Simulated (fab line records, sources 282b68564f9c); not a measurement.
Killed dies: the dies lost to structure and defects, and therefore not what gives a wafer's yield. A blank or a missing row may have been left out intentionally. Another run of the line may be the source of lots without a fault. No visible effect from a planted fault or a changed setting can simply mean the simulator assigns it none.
Code-filled problem report in 8D (eight disciplines) form + flow ritCmos + the parts of the form that need people (team, actions taken, sign-off) are left out

== 1. WHAT WENT WRONG ==
CONTACT_TEOS_THK at RIT_CONTACT_THK_MEAS_01 reads a mean of 696 nm on 1 wafer of 1 lot; wafers without a fault read 400 nm with a standard deviation of 5.5. Measured from the usual mean, that is +54 standard deviations.
Seen first at day 5 21:07 on filmMetro-03, wafer L841.2. The record holds 39 wafers of 13 lots with a number at this step. Rule for "out" (also "out of limits"): further than 4 standard deviations from the usual mean. All remaining wafers that have a number are taken as sound.

== 2. WHAT IT IS; WHAT IT IS NOT ==
| question                    | is               | is not                                                                          |
|-----------------------------|------------------|---------------------------------------------------------------------------------|
| which readings at this step | CONTACT_TEOS_THK | -                                                                               |
| which lots                  | L841             | L828, L829, L831, L832, L834, L835, L836, L837, L839, L847, L849, L851          |
| which wafers of those lots  | L841.2           | L841.1, L841.6                                                                  |
| read on which gauges        | filmMetro-03     | filmMetro-01, filmMetro-04                                                      |
| when                        | from day 5 21:07 | up to then (29 sound wafers); but 9 sound wafers of L847, L849, L851 came after |

== 3. SUSPECTS, AND WHAT RULES EACH OUT ==
Counting: if a tool at a process step up to the reading ran every lot that is out, it stays a suspect. Sound lots after the first of them don't rule it out here, since some wafers of a struck lot are sound.
- the gauge at RIT_CONTACT_THK_MEAS_01 is ruled out. All the wafers that are out were read on filmMetro-03, but those of them that RIT_M1_PROBE_99 has rows for are out there too, on other tools.
- pecvd-02 at RIT_CONTACT_CVD_00 (deposits SiO2 from TEOS, target thk 400 nm, time 61 s): kept. It ran the lot that is out, L841 (day 5 21:04); its last sound lot up to then is L835 (day 4 18:40).
- In pecvd-02 at RIT_CONTACT_CVD_00, the wafers that are out were processed in chamber 2 and their sound lot-mates in chambers 0, 1.
The count leaves pecvd-02 at RIT_CONTACT_CVD_00.

== 4. THE CAUSE (what the simulator had put in) ==
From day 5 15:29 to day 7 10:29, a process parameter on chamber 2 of pecvd-02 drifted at RIT_CONTACT_CVD_00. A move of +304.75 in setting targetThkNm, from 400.
This tool alone remained once counting was done.

== 5. THE CHAIN OF EFFECTS, in route order ==
Each row: a reading where the mean over the struck wafers with a number is more than 3 standard deviations away from the usual. Scope: only readings with a usual standard deviation given in the record; hours: median across lots of the time from each lot's start at the first step in this table that gives one to its start at this step; sigmas: change in usual standard deviations.
| hours | step                    | reading          | usual  | on struck wafers | change | sigmas      |
|-------|-------------------------|------------------|--------|------------------|--------|-------------|
| 0     | RIT_CONTACT_THK_MEAS_01 | CONTACT_TEOS_THK | 400 nm | 696              | +296   | +54         |
| 10    | RIT_M1_PROBE_99         | killedAtContacts | 0.1    | 260.0            | +259.9 | +99 or more |
| 10    | RIT_M1_PROBE_99         | killedDies       | 7.0    | 264.0            | +257.0 | +92         |
| 10    | RIT_M1_PROBE_99         | killedOnRim      | 1.8    | 70.0             | +68.2  | +52         |
Process steps it contains:
- RIT_M1_PROBE_99

== 6. HOW IT WOULD HAVE BEEN CAUGHT EARLIER ==
6 hours passed between the start of the fault at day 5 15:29 and the first reading out of limits at a measuring or inspecting step in this record, taken at day 5 21:07.
Tool readings at RIT_CONTACT_CVD_00 with a usual standard deviation given in the record: none out on any struck wafer, hence no alarm at a limit of 4 standard deviations on them.
All the lots that are out (1) had begun RIT_CONTACT_CVD_00 on pecvd-02 by day 5 21:07. A hold on the tool at that time would have spared none of them.
